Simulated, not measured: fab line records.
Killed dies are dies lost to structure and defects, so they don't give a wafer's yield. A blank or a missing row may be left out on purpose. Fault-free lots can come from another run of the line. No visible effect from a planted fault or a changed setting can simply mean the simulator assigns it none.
8D (eight disciplines) problem report, filled in by code	flow berkeley_cmos170	the parts of the form that need people (team, actions taken, sign-off) are left out

## 1. WHAT IS WRONG
At UCB170_M3_PROBE_99, killed_at_M0_to_M3 averages 28.1 over 8 wafers from 3 lots, while fault-free wafers read 0.8, standard deviation 0.9. Measured from the usual mean, that is +30 standard deviations.
First seen on wafer L679.1, day 9 03:01, on prober-02. The record holds 12 wafers of 5 lots with a number at this step. The rule behind "out" and "out of limits": a value lying over 4 standard deviations away from the usual mean. The rest of the wafers with a number are treated as sound.

## 2. WHAT IT IS, AND WHAT IT ISN'T
question	is	is not
which readings at this step	killed_at_M0_to_M3, defect_limited_yield, killed_dies, sort_bin_5_function, sort_n_pass, sort_yield_pct	killed_open
which lots	L679, L680, L682	L686, L689
which wafers of those lots	all that have a number	-
read on which tools	prober-01, prober-02	-
when	from day 9 03:01	up to then (0 sound wafers); but 4 sound wafers of L686, L689 came after

## 3. SUSPECTS, AND WHAT RULES EACH OUT
Counting: a tool stays on the suspect list if, at a process step up to the reading, it processed all lots that are out and no sound lot following the first of them.
- rie_metal-02 at UCB170_M2_METAL_ETCH_18 (etches Al in Cl2/BCl3, stops on SiO2, target depth 1170 nm, time 195 s): kept. It ran every lot that is out, first L679 (day 8 21:27), and no sound lot after that.
Remaining after the count: rie_metal-02 at UCB170_M2_METAL_ETCH_18.

## 4. THE CAUSE (what the simulator had put in)
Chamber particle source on rie_metal-02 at UCB170_M2_METAL_ETCH_18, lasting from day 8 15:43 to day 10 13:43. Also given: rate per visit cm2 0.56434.
This tool alone remained once counting was done.

## 5. THE EFFECT CHAIN, in route order
Each row: a reading whose mean over the struck wafers that have a number lies more than 3 standard deviations from the usual. Scope: only readings with a usual standard deviation given in the record; hours: median across lots of the time from each lot's start at the first step in this table that gives one to its start at this step; sigmas: change in usual standard deviations.
hours	step	reading	usual	on struck wafers	change	sigmas
0	UCB170_M3_PROBE_99	defect_limited_yield	98.2 %	88.1	-10.1	-10
0	UCB170_M3_PROBE_99	killed_at_M0_to_M3	0.8	28.1	+27.3	+30
0	UCB170_M3_PROBE_99	killed_dies	4.9	31.5	+26.6	+9.9
0	UCB170_M3_PROBE_99	sort_bin_3_pad_short	0.0 %	0.8	+0.8	+6.8
0	UCB170_M3_PROBE_99	sort_bin_5_function	1.3 %	8.8	+7.5	+7.7
0	UCB170_M3_PROBE_99	sort_bin_6_memory	0.5 %	2.3	+1.8	+4.1
0	UCB170_M3_PROBE_99	sort_n_pass	259.1	232.5	-26.6	-9.9
0	UCB170_M3_PROBE_99	sort_yield_pct	98.2 %	88.1	-10.1	-10
Here are the process steps it includes:
- UCB170_M3_PROBE_99

## 6. WHAT WOULD HAVE CAUGHT IT SOONER
11 hours passed between the start of the fault at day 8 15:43 and the first reading out of limits in this record, taken at day 9 03:01.
An alarm limit of 4 standard deviations would not have fired on the tool readings at UCB170_M2_METAL_ETCH_18 for which the record gives a usual standard deviation, since none of them was out on any struck wafer.
Of the lots that are out (3), L680, L682 began UCB170_M2_METAL_ETCH_18 on rie_metal-02 after day 9 03:01. A hold on the tool at that time would have spared those 2.
